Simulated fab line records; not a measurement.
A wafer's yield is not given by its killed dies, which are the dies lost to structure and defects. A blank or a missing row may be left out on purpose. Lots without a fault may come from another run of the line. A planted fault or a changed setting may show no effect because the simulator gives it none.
Which tool was responsible? -- flow rit-cmos -- Sampling: 6 lots, 18 wafers, 2 of 202 route steps

## WHAT THE GAUGES READ, wafer by wafer
RIT_M1_RS_MEAS_01: the measuring method here is four-point-probe.
lot,measured,on,M1_AL_RS (ohm/sq)
L376,day 3 14:46,film-metro-04,0.0738 0.0748 0.0755
L378,day 3 22:13,film-metro-03,0.0756 0.0754 0.0755
L380,day 4 08:15,film-metro-04,0.0742 0.0738 0.0739
L383,day 4 21:41,film-metro-04,0.0741 0.0737 0.0718
L387,day 5 16:55,film-metro-04,0.0729 0.1334 0.0723
L396,day 7 13:41,film-metro-01,0.0750 0.0744 0.0743

## TOOL THAT RAN EACH LOT (tool first, then ch and the chambers of the sampled wafers, then the start)
lot,RIT_M1_SPUTTER_00
L376,"pvd-sputter-01, day 3 14:27"
L378,"pvd-sputter-03, day 3 21:54"
L380,"pvd-sputter-03, day 4 07:55"
L383,"pvd-sputter-01, day 4 21:23"
L387,"pvd-sputter-01, day 5 16:36"
L396,"pvd-sputter-04, day 7 13:22"
- RIT_M1_SPUTTER_00: material Al, target thk 400 nm, time 500 s.

## THE ANSWER, worked out from the rows above alone
Rule: what is usual is taken from the lots themselves. Put in order of their means at a reading, lots are off if they are a third of the lots or fewer, leave a main group of 4 or more, and stand apart from it by a gap of 3 or more times the standard deviation of the main group's means; of several such gaps the widest counts. A main group whose means are all the same, to the digits that the tables above print for the reading, isn't used. Also off: a lot with no number at a reading for which 4 or more lots have one. All remaining lots with rows at the step are treated as sound.
Off: at RIT_M1_RS_MEAS_01 (M1_AL_RS), L387. For the main group the mean is 0.0744 ohm/sq and the standard deviation 0.00077.
A tool fits if, at a process step before that reading, it ran every lot that is off, and no sound lot after the first of them. Those tools and the gauges at RIT_M1_RS_MEAS_01 are tried in the same way. This does not decide it: 2 tools fit, namely pvd-sputter-01 at RIT_M1_SPUTTER_00 and film-metro-04 at RIT_M1_RS_MEAS_01.

## WHAT WAS PUT IN BY THE SIMULATOR
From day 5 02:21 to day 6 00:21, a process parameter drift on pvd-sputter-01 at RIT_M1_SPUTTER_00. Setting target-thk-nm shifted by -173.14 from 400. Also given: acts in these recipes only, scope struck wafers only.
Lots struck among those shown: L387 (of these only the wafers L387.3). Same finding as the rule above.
